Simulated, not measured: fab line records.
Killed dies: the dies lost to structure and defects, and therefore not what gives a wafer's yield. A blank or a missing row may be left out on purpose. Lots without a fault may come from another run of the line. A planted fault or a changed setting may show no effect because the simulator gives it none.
Split-lot experiment ; flow berkeley_cmos170 ; route with 331 steps; 5 lots, 23 wafers read

SPLIT DETAILS
At UCB170_SILICIDE_SPUTTER_01 (material Ti, target thk 30 nm, time 25 s), the setting power_w was moved away from the recipe's 1500 W on 7 of the 23 wafers read, by -10.3% to +11.8%. The other wafers ran this setting at the recipe's value.

FROM THE SPLIT TO THE READING: what the file shows between them, 1 step
- UCB170_SILICIDE_RS_MEAS_02: measures by four-point-probe

THE READING
SILICIDE_TI_THK, in nm, at UCB170_SILICIDE_THK_MEAS_03 (measures by xrf). Typical for fault-free wafers on this fab line: 29.96 nm, with standard deviation 0.23 nm.

wafer;tool, chamber at the split;power_w as run, W;against the recipe;SILICIDE_TI_THK, nm;against lot-mates on the recipe
L075.1;pvd_sputter-03, -;1500;recipe;29.66;-
L075.3;pvd_sputter-03, -;1441;-3.9%;28.51;-1.22
L075.4;pvd_sputter-03, -;1441;-3.9%;28.75;-0.98
L075.5;pvd_sputter-03, -;1500;recipe;29.97;-
L075.6;pvd_sputter-03, -;1500;recipe;29.57;-
L077.1;pvd_sputter-04, -;1500;recipe;30.05;-
L077.2;pvd_sputter-04, -;1500;recipe;29.96;-
L077.3;pvd_sputter-04, -;1500;recipe;30.00;-
L077.4;pvd_sputter-04, -;1500;recipe;29.99;-
L077.5;pvd_sputter-04, -;1500;recipe;29.92;-
L078.1;pvd_sputter-04, -;1500;recipe;30.51;-
L078.3;pvd_sputter-04, -;1500;recipe;30.16;-
L078.6;pvd_sputter-04, -;1500;recipe;30.43;-
L080.1;pvd_sputter-04, -;1677;+11.8%;33.66;+3.79
L080.2;pvd_sputter-04, -;1677;+11.8%;33.15;+3.28
L080.3;pvd_sputter-04, -;1500;recipe;29.83;-
L080.4;pvd_sputter-04, -;1500;recipe;30.01;-
L080.5;pvd_sputter-04, -;1500;recipe;29.76;-
L082.1;pvd_sputter-04, -;1346;-10.3%;27.12;-2.89
L082.2;pvd_sputter-04, -;1500;recipe;30.03;-
L082.3;pvd_sputter-04, -;1346;-10.3%;26.75;-3.27
L082.5;pvd_sputter-04, -;1500;recipe;30.00;-
L082.6;pvd_sputter-04, -;1346;-10.3%;26.99;-3.03

FIT RESULTS
A straight line over all 23 wafers: SILICIDE_TI_THK changes by +0.295 nm for each +1% of power_w; r = +0.99; the points scatter about the line by 0.24 nm.
The same after taking each lot's own level away (the mean of its wafers on the recipe; 23 wafers): +0.298 nm for each +1%; r = +1.00; scatter 0.14 nm.
Per that fit: largest power_w move, reading shift of 3.5 nm.
Measured against the standard deviation above, the lots' own levels, which go from 29.733 to 30.367 nm, span 2.8 times it.
So the lot-to-lot level changes the slope little: the two slopes agree.
Check: for one of the wafers moved furthest among these (+11.8%), held out of the fit, the line's prediction against its lot-mates is +3.42 nm. It came out at +3.79 nm against them.

FURTHER SPLITS ON THESE WAFERS
These wafers also went through other splits before the reading. Each is held against what the fit with the lots' levels taken away leaves over:
other split on the same wafers;wafers away from the commonest value;r with SILICIDE_TI_THK (lot level and that fit taken away)
UCB170_GATE_EXPOSE_09 dose_mj;11;+0.07
UCB170_PLDD_EXPOSE_03 dose_mj;5;+0.07
UCB170_NLDD_COAT_01 spin_rpm;4;+0.07
UCB170_PSD_IMPLANT_08 dose_cm2;7;+0.23
UCB170_BACKSIDE_COAT_01 resist_thk_nm;7;-0.12

THE WHOLE CHAIN: every reading that the file lists as answering this split, in the file's order
step;what it does;reading;change (the file's fit);r (the file's)
UCB170_SILICIDE_SPUTTER_01;material Ti, target thk 30 nm, time 25 s;Ti_of_SILICIDE_SPUTTER_01.thk_nm (the simulator's own value, which no gauge read);+0.295 nm for each +1% of the setting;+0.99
UCB170_SILICIDE_RS_MEAS_02;measures by four-point-probe;SILICIDE_TI_RS;-0.301 for each +1% of the setting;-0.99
UCB170_SILICIDE_THK_MEAS_03;measures by xrf;SILICIDE_TI_THK;+0.298 for each +1% of the setting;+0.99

FILE'S OWN FIT
SILICIDE_TI_THK changes by +0.298 nm for each +1% of power_w, r = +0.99.
